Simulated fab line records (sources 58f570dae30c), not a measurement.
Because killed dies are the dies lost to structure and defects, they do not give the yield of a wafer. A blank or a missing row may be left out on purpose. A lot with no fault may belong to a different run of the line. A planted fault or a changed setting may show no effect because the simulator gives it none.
8D (eight disciplines) problem report, filled in by code	flow berkeley_cmos170	the parts of the form that need people (team, actions taken, sign-off) are left out

1. WHAT IS WRONG
At UCB170_NWELL_IMPLANT_14, beam_energy_keV averages 148.39 over 9 wafers from 3 lots, while fault-free wafers read 150.00, standard deviation 0.05. Relative to the usual mean, that is a shift of -32 standard deviations.
First seen on wafer L792.2, day 5 19:30, on implanter-03. The record has a number at this step for 45 wafers belonging to 15 lots. Rule for "out" (also "out of limits"): further than 4 standard deviations from the usual mean. The rest of the wafers with a number are treated as sound.

2. WHAT IT IS, AND WHAT IT ISN'T
question	is	is not
which readings at this step	beam_energy_keV	-
which lots	L792, L793, L795	L776, L777, L778, L780, L781, L782, L783, L784, L785, L788, L789, L790
which wafers of those lots	all that have a number	-
read on which tools	implanter-03	implanter-01, implanter-04
when	from day 5 19:30	up to then (36 sound wafers)

3. WHAT RULES OUT EACH SUSPECT
Counting: any tool at a process step up to the reading is kept as a suspect provided that every lot that is out went through it and no sound lot did after the first of them.
- implanter-03 at UCB170_NWELL_IMPLANT_14: kept. All lots that are out passed through it, beginning with L792 at day 5 19:30, and no sound lot followed; its final sound lot before that point was L789 at day 5 06:36. On those wafers its own readings are out: beam_energy_keV.
Remaining after the count: implanter-03 at UCB170_NWELL_IMPLANT_14.

4. THE CAUSE (what the simulator had put in)
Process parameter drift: implanter-03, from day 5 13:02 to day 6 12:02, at UCB170_NWELL_IMPLANT_14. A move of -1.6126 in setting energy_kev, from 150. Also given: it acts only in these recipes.
Only this tool survived the counting.

5. THE CHAIN OF EFFECTS, in route order
Each row: a reading where the mean over the struck wafers with a number is more than 3 standard deviations away from the usual. Only readings whose record carries a usual standard deviation are examined. hours: median over the lots of the time between each lot's start at the first step of this table that gives one and its start at this step. sigmas: the change, counted in usual standard deviations.
hours	step	reading	usual	on struck wafers	change	sigmas
0	UCB170_NWELL_IMPLANT_14	beam_energy_keV	150.00	148.39	-1.61	-32
Its process steps:
- UCB170_NWELL_IMPLANT_14
Later measuring or inspecting steps at which every struck wafer that the step has a row for has a number for every such reading, and none has moved that far: UCB170_SCREENOX_THK_MEAS_02.

6. HOW IT WOULD HAVE BEEN CAUGHT EARLIER
First out-of-limits reading in this record: day 5 19:30, which is 6 hours after fault onset at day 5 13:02.
